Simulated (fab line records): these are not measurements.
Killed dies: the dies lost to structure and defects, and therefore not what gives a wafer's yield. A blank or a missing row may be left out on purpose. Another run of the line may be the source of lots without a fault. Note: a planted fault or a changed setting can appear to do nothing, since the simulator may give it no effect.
Which of the tools did it? | flow rit_cmos | 15 lots (45 wafers sampled), 1 step of a 202-step route

== WHAT EACH GAUGE READ, for each wafer ==
The record holds no reading of a measuring or inspecting step that can be judged against a usual standard deviation.

== WHAT TOOL EACH LOT RAN ON (gives the tool, then ch and the chambers of the sampled wafers, and finally the start) ==
lot  | RIT_M1_EXPOSE_06
L980 | iline_stepper-01 ch 0, day 3 21:05
L982 | iline_stepper-02 ch 0, day 4 02:28
L985 | iline_stepper-01 ch 0, day 4 17:45
L986 | iline_stepper-02 ch 0, day 5 00:27
L990 | iline_stepper-02 ch 0, day 5 21:01
L991 | iline_stepper-01, day 6 00:11
L992 | iline_stepper-02, day 6 06:14
L993 | iline_stepper-01, day 6 09:34
L995 | iline_stepper-01 ch 0, day 6 17:46
L996 | iline_stepper-02 ch 0, day 7 05:35
L997 | iline_stepper-02 ch 0, day 7 07:01
L998 | iline_stepper-02 ch 0, day 7 09:13
L999 | iline_stepper-02 ch 0, day 7 14:58
L100 | iline_stepper-02 ch 0, day 7 20:47
L101 | iline_stepper-02 ch 0, day 8 01:56
- RIT_M1_EXPOSE_06: exposes mask M12, target cd 2600 nm.

== WHAT THE TOOLS THEMSELVES READ (means of the sampled wafers that have a number; where no wafer has one, the mark that the record gives instead) ==
RIT_M1_EXPOSE_06. Usual: exposure_dose_mJ_cm2 249.87, standard deviation 0.28; focus_offset_nm -0.2 nm, standard deviation 0.55; stage_vel_mm_s 499.99 mm/s, standard deviation 0.28.
lot  | tool             | exposure_dose_mJ_cm2 | focus_offset_nm (nm) | stage_vel_mm_s (mm/s) | flag
L980 | iline_stepper-01 | 250.00               | -0.6                 | 499.71                |
L982 | iline_stepper-02 | 250.19               | -0.3                 | 500.03                |
L985 | iline_stepper-01 | 250.02               | -0.5                 | 500.35                |
L986 | iline_stepper-02 | 250.03               | 0.3                  | 499.61                |
L990 | iline_stepper-02 | 249.71               | -0.1                 | 500.56                |
L991 | iline_stepper-01 | -                    | -                    | -                     | OFF
L992 | iline_stepper-02 | -                    | -                    | -                     | OFF
L993 | iline_stepper-01 | -                    | -                    | -                     | OFF
L995 | iline_stepper-01 | 249.37               | -0.4                 | 499.96                |
L996 | iline_stepper-02 | 250.12               | -0.1                 | 499.70                |
L997 | iline_stepper-02 | 249.91               | -0.5                 | 499.80                |
L998 | iline_stepper-02 | 249.59               | -0.1                 | 499.88                |
L999 | iline_stepper-02 | 249.98               | -0.8                 | 499.97                |
L100 | iline_stepper-02 | 249.50               | -1.1                 | 499.99                |
L101 | iline_stepper-02 | 249.79               | -0.6                 | 500.04                |

== THE ANSWER, worked out from the rows above alone ==
Rule: lot off if the mean of its wafers having a number is beyond 3 standard deviations from the usual mean. Also off: a lot with no number at a reading for which 4 or more lots have one. All remaining lots with rows at the step are treated as sound. First the gauges in route order, then the tools' own readings, where a lot's mean is used as printed above. The first step at which some lot is off is used, and at that step the reading that is off furthest; a lot without a number counts as furthest.
Off at RIT_M1_EXPOSE_06 (exposure_dose_mJ_cm2): L991, L992, L993. Without a number there: L991, L992, L993.
A tool fits if, at that step or a process step before it, it ran every lot that is off, and no sound lot after the first of them. None of those tried fits.

== WHAT THE SIMULATOR HAD PUT IN ==
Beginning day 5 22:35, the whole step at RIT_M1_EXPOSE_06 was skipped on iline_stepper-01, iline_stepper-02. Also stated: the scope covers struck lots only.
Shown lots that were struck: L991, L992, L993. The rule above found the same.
